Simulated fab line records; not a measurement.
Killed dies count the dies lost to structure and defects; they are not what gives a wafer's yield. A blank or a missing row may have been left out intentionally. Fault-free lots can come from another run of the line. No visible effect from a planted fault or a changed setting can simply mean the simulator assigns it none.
A struck lot beside a sound one | flow ritCmos | 15 steps out of a route of 202
Sound: wafers L587.1, L587.2, L587.5. Struck: wafer L608.5 (L608.1, L608.3, from the same lot, were not struck and are left out); the cause is given at the end.
Each step with rows lists, per side, the tool, then ch with its chambers, then its first start. Under that, the readings that differ: sound wafers | struck wafers | difference of the means | sigmas: that difference in standard deviations of wafers without a fault.
alike: a reading whose means differ by less than 2 such deviations, as well as words and numbers matching on both sides. not compared: withheld readings; readings where some wafer has no value; bounds like >300 that might hide an equal value; numbers whose values overlap and for which the record gives no deviation.
A row with sigmas, a row that says differs or no value, or rows on one side alone: a step with any of these is where the two part. When numbers do not overlap yet have no deviation, they are printed without sigmas and do not part them. Lack of a reading on every wafer of one side parts them only where that side has two or more wafers.

first, 1 step without rows for these wafers: RIT_ACTIVE_OXIDATION_01 (target thk 46.8 nm, ox time 3360 s).
RIT_ACTIVE_THK_MEAS_02:
  sound on filmMetro-02 at day 1 22:03; struck on filmMetro-03 at day 6 07:03
  alike: ACTIVE_OXIDE_THK
then, 1 step without rows for these wafers: RIT_ACTIVE_CVD_03 (deposits Si3N4 from SiH2Cl2/NH3, target thk 150 nm, time 1500 s).
RIT_ACTIVE_THK_MEAS_04:
  sound on filmMetro-03 at day 1 23:32; struck on filmMetro-03 at day 6 08:32
  alike: ACTIVE_NITRIDE_THK
then, 6 steps without rows for these wafers: RIT_ACTIVE_HMDS_05 (prime time 60 s); RIT_ACTIVE_COAT_06 (resist thk 1000 nm); RIT_ACTIVE_SOFTBAKE_07 (time 60 s); RIT_ACTIVE_EXPOSE_08 (exposes mask M1, target cd 1400 nm); RIT_ACTIVE_PEB_09; RIT_ACTIVE_DEVELOP_10 (develop time 50 s).
RIT_ACTIVE_CD_MEAS_11: target cd 1400 nm.
  sound on cdSem-02 at day 2 00:26; struck on cdSem-02 at day 6 09:34
reading   | sound                | struck | difference | sigmas
cdNm (nm) | 1404.9 1401.4 1403.9 | 1398.2 | -5.2       | -3
then, 1 step without rows for these wafers: RIT_ACTIVE_HARDBAKE_12 (time 60 s).
RIT_ACTIVE_ETCH_13: etches Si3N4 in SF6, stops on SiO2, time 210 s, target depth 210 nm.
  sound on rieDiel-03 ch 1,2,3, day 2 00:43; struck on rieDiel-01 ch 2, day 6 09:50
reading                      | sound                | struck | difference | sigmas
chamberPressureMTorr (mTorr) | 259.95 260.19 259.77 | 312.22 | +52.25     | +99 or more
throttleValvePct (%)         | 7.40 7.53 7.58       | 7.19   | -0.31      | -2
  alike: drypumpMotorCurrentA, oesProductAu
  not compared: rfHoursCounterH
RIT_ACTIVE_STRIP_14: strips in O2, time 180 s.
  sound on plasmaAsher-04 ch 0,1, day 2 00:50; struck on plasmaAsher-04 ch 0, day 6 09:58
  alike: drypumpMotorCurrentA, rfReflPowerW
  not compared: rfHoursCounterH
RIT_M1_PROBE_99:
  the record has rows for the sound wafers here (prober-01, day 3 21:38) and none for the struck ones

== WHERE THEY PART ==
Last at RIT_M1_PROBE_99 as far as this record goes, first at RIT_ACTIVE_CD_MEAS_11.

WHY: what had been put in by the simulator
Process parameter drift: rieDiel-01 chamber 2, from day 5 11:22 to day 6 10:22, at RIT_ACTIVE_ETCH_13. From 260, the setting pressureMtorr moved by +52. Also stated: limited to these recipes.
